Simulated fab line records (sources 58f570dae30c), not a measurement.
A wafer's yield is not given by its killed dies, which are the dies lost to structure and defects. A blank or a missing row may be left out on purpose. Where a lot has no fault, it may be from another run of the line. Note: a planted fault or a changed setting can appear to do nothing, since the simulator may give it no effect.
A lot that was struck, set against a sound lot / flow berkeley-cmos170 / 16 out of 331 route steps
Sound: these wafers, L889.2, L889.4, L889.6. Struck: wafers L900.1, L900.2, L900.6. The cause is named last.
Order at every step that has rows: each side's tool, ch and its chambers, its first start. Under that, the readings that differ: sound wafers / struck wafers / difference of the means / sigmas: that difference in standard deviations of wafers without a fault.
alike: words and numbers the same on both sides, and readings whose means are apart by under 2 such deviations; not compared: readings that were withheld, readings missing a value for some wafer, numbers with overlapping values and no deviation given by the record, and bounds like >300 which may hide the same value.
The two part at a step that has a row with sigmas, a row that says differs or no value, or rows on one side only. When numbers do not overlap yet have no deviation, they are printed without sigmas and do not part them. A reading missing from all wafers of one side parts the sides only when that side holds two or more wafers.

first, 1 step without rows for these wafers: UCB170_START_OXIDATION_02 (target thk 20 nm, ox time 1800 s).
UCB170_START_THK_MEAS_03:
  sound: film-metro-04 at day 2 16:31; struck: film-metro-04 at day 4 23:34
  alike: START_OXIDE_THK
then, 7 steps without rows for these wafers: UCB170_START_ANNEAL_04 (time 1200 s); UCB170_ZERO_HMDS_00 (prime time 60 s); UCB170_ZERO_COAT_01 (resist thk 900 nm); UCB170_ZERO_SOFTBAKE_02 (time 60 s); UCB170_ZERO_EXPOSE_03 (exposes mask PM MARKS, target cd 4000 nm); UCB170_ZERO_PEB_04; UCB170_ZERO_DEVELOP_05 (develop time 45 s).
UCB170_ZERO_ETCH_06: etches SiO2 in CHF3/CF4/Ar, time 12 s.
  sound on rie-diel-04 ch 0,1,2, day 2 22:32; struck on rie-diel-04 ch 1,2,3, day 5 05:18
  alike: drypump-motor-current-A, oes-product-au, throttle-valve-pct
  not compared: rf-hours-counter-h
UCB170_ZERO_STRIP_07: strips in O2.
  sound on plasma-asher-04 ch 0,1, day 2 22:34; struck on plasma-asher-04 ch 0,1, day 5 05:20
  alike: drypump-motor-current-A, o2-flow-sccm, oes-product-au, strip-time-to-endpoint-s
  not compared: rf-hours-counter-h
then, 1 step without rows for these wafers: UCB170_NWELL_WET_ETCH_00 (etches SiO2 in dHF, time 200 s).
UCB170_NWELL_OXIDATION_01: target thk 26.4 nm, ox time 1260 s.
  sound on furnace-03 ch 0, day 3 03:48; struck on furnace-03 ch 0, day 5 10:56
reading=tube_center_temp_C_max; sound=1002.6 1004.0 1003.6; struck=1002.0 1002.1 1001.8; difference=-1.4; sigmas=-3
  alike: spike-tc-source-C
UCB170_NWELL_THK_MEAS_02:
  sound: film-metro-01 at day 3 05:10; struck: film-metro-01 at day 5 12:17
reading=NWELL_OXIDE_THK (nm); sound=26.4 26.2 26.5; struck=39.9 40.4 40.4; difference=+13.9; sigmas=+23
then, 1 step without rows for these wafers: UCB170_NWELL_ANNEAL_03 (time 900 s).
UCB170_M3_PROBE_99:
  the record has rows for the sound wafers here (prober-01, day 9 17:31) and none for the struck ones

WHERE THEY PART
Last at UCB170_M3_PROBE_99 as far as this record goes, first at UCB170_NWELL_OXIDATION_01.

WHY: what the simulator had put in
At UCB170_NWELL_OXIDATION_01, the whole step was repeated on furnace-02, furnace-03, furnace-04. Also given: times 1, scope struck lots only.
